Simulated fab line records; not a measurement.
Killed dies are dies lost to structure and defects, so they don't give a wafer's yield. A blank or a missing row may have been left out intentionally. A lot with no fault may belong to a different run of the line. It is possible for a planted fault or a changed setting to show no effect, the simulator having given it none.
Chamber matching -- flow berkeleyCmos170 -- cmp-02 running UCB170_V1_CMP_02: 4 sister chambers
The step polishes SiO2. 4 wafers are shown with their chamber, then 6 later ones without.

== EACH WAFER AND ITS CHAMBER ==
wafer,chamber,motorCurrentA (A)
L431.1,3,14.6
L431.3,0,18.8
L447.5,1,14.6
L447.6,2,16.2

== WAFERS WITH NO CHAMBER GIVEN ==
wafer,motorCurrentA (A)
L451.1,15.1
L451.2,19.2
L451.6,16.7
L452.1,15.1
L452.3,19.5
L452.6,19.2

== WHICH CHAMBER EACH WENT THROUGH ==
wafer,from the rows above,in truth
L451.1,can't be placed: 1 or 3 or 2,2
L451.2,0,0
L451.6,2,2
L452.1,can't be placed: 1 or 3 or 2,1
L452.3,0,0
L452.6,0,0
Correct placement for 4 of the 6. Cannot be placed on the basis of these rows: 2; the candidates contain the true chamber in 2. Wrongly placed: 0.
How it was worked out, from the rows above alone: a wafer's distance from a chamber is the root of the sum, over the readings, of the square of ((its reading less the chamber's mean) divided by the reading's scatter). The wafer belongs to the nearest chamber; if the next one is less than 2 further off, it can't be placed. For every chamber, the mean is computed from those of its wafers that are shown. The scatter: with one shown wafer a chamber, the root of the mean of the squares of how far each hidden wafer lies from its nearest shown one.
